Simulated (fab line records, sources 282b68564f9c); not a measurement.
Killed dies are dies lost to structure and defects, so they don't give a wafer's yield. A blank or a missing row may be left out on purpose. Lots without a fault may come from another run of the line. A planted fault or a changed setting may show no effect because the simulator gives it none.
A struck lot beside a sound one | flow rit_cmos | 16 steps out of a route of 202
Sound: wafers L953.1, L953.2, L953.6. Struck: wafers L950.1, L950.3, L950.6. The cause comes at the end.
At each step with rows: each side's tool, then ch and its chambers, then its first start. Under that, the readings that differ: sound wafers | struck wafers | difference of the means | sigmas: that difference in standard deviations of wafers without a fault.
alike: readings whose means differ by less than 2 such deviations, and words and numbers that are the same on both sides. not compared: withheld readings, readings that some wafer has no value for, bounds like >300 that may hide the same value, and numbers for which the record gives no deviation and whose values overlap.
The two part at a step that has a row with sigmas, a row that says differs or no value, or rows on one side only. Numbers that don't overlap but have no deviation are shown without sigmas and don't part them. A reading that every wafer of one side lacks parts them only if that side has two wafers or more.

RIT_SILICIDE_RTA_06: time 10 s, ramp up 5 s, ramp down 10 s.
  sound on rtp_anneal-02 ch 0, day 5 23:32; struck on rtp_anneal-01 ch 0, day 5 05:38
  alike: wafer_temp_C_max
RIT_CONTACT_CVD_00: deposits SiO2 from TEOS, target thk 400 nm, time 61 s.
  sound on pecvd-04 ch 0,1, day 5 23:37; struck on pecvd-04 ch 0,1,2, day 5 05:43
  alike: heater_power_w
RIT_CONTACT_THK_MEAS_01:
  sound on film_metro-02, day 5 23:40; struck on film_metro-01, day 5 05:46
  alike: CONTACT_TEOS_THK
then, 6 steps without rows for these wafers: RIT_CONTACT_HMDS_02 (prime time 60 s); RIT_CONTACT_COAT_03 (resist thk 1000 nm); RIT_CONTACT_SOFTBAKE_04 (time 60 s); RIT_CONTACT_EXPOSE_05 (exposes mask M11, target cd 1000 nm); RIT_CONTACT_PEB_06; RIT_CONTACT_DEVELOP_07 (develop time 120 s).
RIT_CONTACT_CD_MEAS_08: target cd 1000 nm.
  sound on cd_sem-01, day 6 00:44; struck on cd_sem-01, day 5 06:47
  alike: cd_nm
RIT_CONTACT_OVL_MEAS_09:
  sound on overlay-02, day 6 00:51; struck on overlay-01, day 5 06:54
  alike: CONTACT_OVL
then, 1 step without rows for these wafers: RIT_CONTACT_HARDBAKE_10 (time 60 s).
RIT_CONTACT_ETCH_11: etches SiO2 in CHF3/CF4/Ar, stops on TiSi2, target depth 480 nm, time 320 s.
  sound on rie_diel-04 ch 0,1, day 6 01:11; struck on rie_diel-04 ch 0,1,3, day 5 07:05
  no value came back on the struck wafers for any of 7 readings (CHF3_flow_sccm (sccm), O2_flow_sccm (sccm) and others); on the sound wafers CHF3_flow_sccm (sccm) reads 50.10 49.75 50.21
  reading                                      | sound             | struck          | difference | sigmas
  model.NOVOLAK_of_CONTACT_COAT_03.thk_nm (nm) | 767.9 767.5 768.5 | 883 878.3 881.4 | +113       |
  not compared: rf_hours_counter_h
RIT_CONTACT_STRIP_12: strips in O2, time 180 s.
  sound on plasma_asher-04 ch 0,1, day 6 01:23; struck on plasma_asher-04 ch 0,1, day 5 07:17
  alike: chamber_pressure_mTorr, drypump_motor_current_A, o2_flow_sccm
  not compared: rf_hours_counter_h
RIT_CONTACT_CD_MEAS_90: target cd 1000 nm.
  sound on cd_sem-01, day 6 01:34; struck on cd_sem-02, day 5 07:28
  reading    | sound             | struck | difference                    | sigmas
  cd_nm (nm) | 999.3 999.0 999.8 | - - -  | no value on the struck wafers |
then, 1 step without rows for these wafers: RIT_CONTACT_CLEAN_13 (cleans in SC1, time 600 s).

WHERE THEY PART
First at RIT_CONTACT_ETCH_11; last, within this record, at RIT_CONTACT_CD_MEAS_90.

WHY: what the simulator had put in
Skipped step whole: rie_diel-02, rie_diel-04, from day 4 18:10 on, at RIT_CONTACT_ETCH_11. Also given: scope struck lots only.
